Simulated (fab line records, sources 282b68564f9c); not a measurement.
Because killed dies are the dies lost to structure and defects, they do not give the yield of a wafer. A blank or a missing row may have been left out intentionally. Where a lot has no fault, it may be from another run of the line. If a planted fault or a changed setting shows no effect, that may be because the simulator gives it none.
Problem report in the 8D (eight disciplines) form, filled by code :: flow ritCmos :: the parts of the form that need people (team, actions taken, sign-off) are left out

== 1. WHAT IS WRONG ==
At RIT_CONTACT_CD_MEAS_08, cdNm averages 1011.6 nm over 6 wafers from 2 lots, while fault-free wafers read 999.9 nm, standard deviation 2.2. Relative to the usual mean, that is a shift of +5.3 standard deviations.
The step: target cd 1000 nm.
Earliest sighting: wafer L808.1 on cdSem-01 at day 7 08:25. Wafers with a number at this step in the record: 42, from 14 lots. By rule, "out" or "out of limits" means more than 4 standard deviations away from the usual mean. The rest of the wafers with a number are treated as sound.

== 2. WHAT IT IS, WHAT IT ISN'T ==
question: which readings at this step
is: cdNm
is not: -

question: which lots
is: L808, L809
is not: L789, L790, L791, L792, L793, L795, L796, L797, L798, L799, L800, L801

question: which wafers of those lots
is: all that have a number
is not: -

question: read on which gauges
is: cdSem-01
is not: cdSem-02

question: when
is: from day 7 08:25
is not: up to then (36 sound wafers)

== 3. SUSPECTS, AND WHAT RULES EACH OUT ==
Counting: a tool at a process step up to the reading stays a suspect if it ran every lot that is out and no sound lot after the first of them.
- the gauge at RIT_CONTACT_CD_MEAS_08: kept. All the wafers that are out were read on cdSem-01, and no step on other tools shows them out.
- lithoTrack-02 at RIT_CONTACT_DEVELOP_07 (develop time 120 s): kept. All lots that are out passed through it, beginning with L808 at day 7 08:00, and no sound lot followed; its final sound lot before that point was L801 at day 5 22:00.
Left after counting: lithoTrack-02 at RIT_CONTACT_DEVELOP_07, cdSem-01 at RIT_CONTACT_CD_MEAS_08.

== 4. THE CAUSE (what the simulator had put in) ==
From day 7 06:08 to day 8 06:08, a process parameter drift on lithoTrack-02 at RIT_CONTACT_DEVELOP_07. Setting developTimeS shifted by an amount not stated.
This tool is one of the 2 suspects left after counting.

== 5. SEQUENCE OF EFFECTS, ordered by route ==
Each row: a reading where the mean over the struck wafers with a number is more than 3 standard deviations away from the usual. Only readings whose record carries a usual standard deviation are examined. hours: median over the lots of the time between each lot's start at the first step of this table that gives one and its start at this step. sigmas: the change, counted in usual standard deviations.
hours: 0
step: RIT_CONTACT_CD_MEAS_08
reading: cdNm
usual: 999.9 nm
on struck wafers: 1011.6
change: +11.7
sigmas: +5.3

== 6. HOW IT WOULD HAVE BEEN CAUGHT EARLIER ==
2 hours passed between the start of the fault at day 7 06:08 and the first reading out of limits at a measuring or inspecting step in this record, taken at day 7 08:25.
L809, from the lots that are out (2), started RIT_CONTACT_DEVELOP_07 on lithoTrack-02 later than day 7 08:25. It would have been spared by a hold on the tool at that moment.
